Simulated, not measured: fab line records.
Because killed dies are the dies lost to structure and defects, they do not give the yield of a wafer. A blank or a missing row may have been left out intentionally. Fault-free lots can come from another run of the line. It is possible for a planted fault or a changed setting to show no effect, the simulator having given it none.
fab line records	flow rit-cmos
record: lots: 14	wafers: 42	last-day: 7
route steps=202 shown CONTACT@173
lots that met no fault: taken from a fault-free run of the same line
start-h: hours from the record's first day to the start of the lot's first wafer shown	wait-h: time in hours since the lot's previous step	" as in the row above	L1.1+2: a single row standing in for several wafers	- value missing, or start not given	* or withheld: withheld	< > ~ a bound
route shown NAME@n: NAME is a module with steps in the file, n the number in the route of the first one	usual: average and standard deviation across the fault-free wafers	same: alike in all rows	chamber/n: place in a boat	sites: each site's reading	_std_site: their standard deviation	_edge_site: inner sites' mean taken away from outer sites' mean	radius-mm: how far each site lies from the wafer's centre	mask NAME#n: copy n	behind: tool/chamber where the wafer was last shaped	hold: what put the lot on hold/how long, in hours/how the hold closed	device: transistor that didn't switch, given as n, p or np	end of line: tests run on the same wafers once the route is complete	where a step has no rows: the recipe by itself	killed: count of dies lost to structure and defects at first sort (not the wafer's yield)	map: a wafer's dies, x killed, . not, _ none there
set.NAME: the setting that was run; set.NAME@STEP: the one run at that earlier step	model.NAME: the simulator's own value behind a step, which no gauge read
the route's steps for a sample of lots (tables are steps, rows are wafers)
services: from which hour (start-h, from the record's first day; less than 0 if before it) a tool's chamber was out of use, for how many hours, and why
== steps ==
step: RIT_CONTACT_EXPOSE_05
recipe: mask-id: M11	na: 0.6	source-shape: conventional	sigma-outer: 0.5	target-cd-nm: 1000	dose-mj: 250
lot.wafer	tool	chamber	start-h	wait-h	mask
L496.3+5+6	iline-stepper-01	0	63.66	0.1	M11#0
L497.1+2+5	iline-stepper-01	0	70.27	0.1	M11#0
L498.1+4+5	iline-stepper-02	0	75.68	0.4	M11#0
L499.2+3+5	iline-stepper-02	0	78.61	0.1	M11#0
L500.1+4+6	iline-stepper-02	0	79.10	0.1	M11#0
L501.1+3+5	iline-stepper-01	0	86.86	0.2	M11#0
L502.1+2+4	iline-stepper-02	0	90.02	0.2	M11#0
L503.1+3+6	iline-stepper-01	0	95.62	0.2	M11#0
L504.1+2+4	iline-stepper-02	0	102.22	0.2	M11#0
L505.2+4+6	iline-stepper-02	0	107.80	0.1	M11#0
L506.3+4+5	iline-stepper-01	0	109.09	0.2	M11#0
L507.1+3+6	iline-stepper-01	0	115.43	0.1	M11#0
L513.1+4+6	iline-stepper-02	0	146.62	0.2	M11#0
L515.1+2+3	iline-stepper-01	0	155.42	0.2	M11#0
step: RIT_CONTACT_OVL_MEAS_09
usual: CONTACT_OVL: -0.3/1.6
lot.wafer	tool	chamber	start-h	wait-h	CONTACT_OVL[nm]
L496.3	overlay-02	-	64.27	0.1	0.8
L496.5	"	-	"	"	0.3
L496.6	"	-	"	"	0.0
L497.1	overlay-01	-	70.91	0.1	-0.1
L497.2	"	-	"	"	1.4
L497.5	"	-	"	"	-0.2
L498.1	overlay-01	-	76.39	0.1	-1.0
L498.4	"	-	"	"	-0.5
L498.5	"	-	"	"	-1.5
L499.2	overlay-01	-	79.33	0.1	-2.6
L499.3	"	-	"	"	-0.7
L499.5	"	-	"	"	-1.4
L500.1	overlay-01	-	79.74	0.1	-0.9
L500.4	"	-	"	"	0.3
L500.6	"	-	"	"	-0.5
L501.1	overlay-01	-	87.49	0.1	-0.2
L501.3	"	-	"	"	-0.4
L501.5	"	-	"	"	0.2
L502.1	overlay-02	-	90.65	0.1	-1.4
L502.2	"	-	"	"	-0.9
L502.4	"	-	"	"	-2.0
L503.1	overlay-01	-	96.26	0.1	-1.1
L503.3	"	-	"	"	0.3
L503.6	"	-	"	"	0.9
L504.1	overlay-01	-	102.85	0.1	-2.2
L504.2	"	-	"	"	-1.5
L504.4	"	-	"	"	-1.6
L505.2	overlay-02	-	108.42	0.1	129.7
L505.4	"	-	"	"	129.5
L505.6	"	-	"	"	129.0
L506.3	overlay-02	-	109.70	0.1	-0.7
L506.4	"	-	"	"	-2.4
L506.5	"	-	"	"	0.2
L507.1	overlay-01	-	116.06	0.1	1.5
L507.3	"	-	"	"	0.5
L507.6	"	-	"	"	-0.3
L513.1	overlay-01	-	147.26	0.1	127.3
L513.4	"	-	"	"	130.1
L513.6	"	-	"	"	128.6
L515.1	overlay-02	-	156.05	0.1	0.5
L515.2	"	-	"	"	0.1
L515.3	"	-	"	"	1.4
== services ==
tool	chamber	start-h	hours	kind
iline-stepper-01	-	52.50	0.8	repair
iline-stepper-01	-	65.92	1.7	pm
iline-stepper-02	-	82.73	1.7	pm
iline-stepper-02	0	119.09	-	calibration
== key ==
first-sign: step: RIT_CONTACT_OVL_MEAS_09	reading: CONTACT_OVL	direction: up	sigmas: 83	usual: -0.3	struck: 129.0
effect none on later readings
met-at RIT_CONTACT_EXPOSE_05
struck-lots L505,L513
tester-left-out L505,L513
onset-between 102.22 107.80
fault: kind: scanner-matching-overlay	tool: iline-stepper-02	chamber: -	onset-h: 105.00	steps: RIT_CONTACT_EXPOSE_05	offset: 130
tester-left-out: of these lots the tester's yield and bins aren't shown, on N5 and GAA mostly nor the transistor test; their killed dies are dies lost to structure and defects alone, not to doping, threshold or leakage, so they don't give the yield
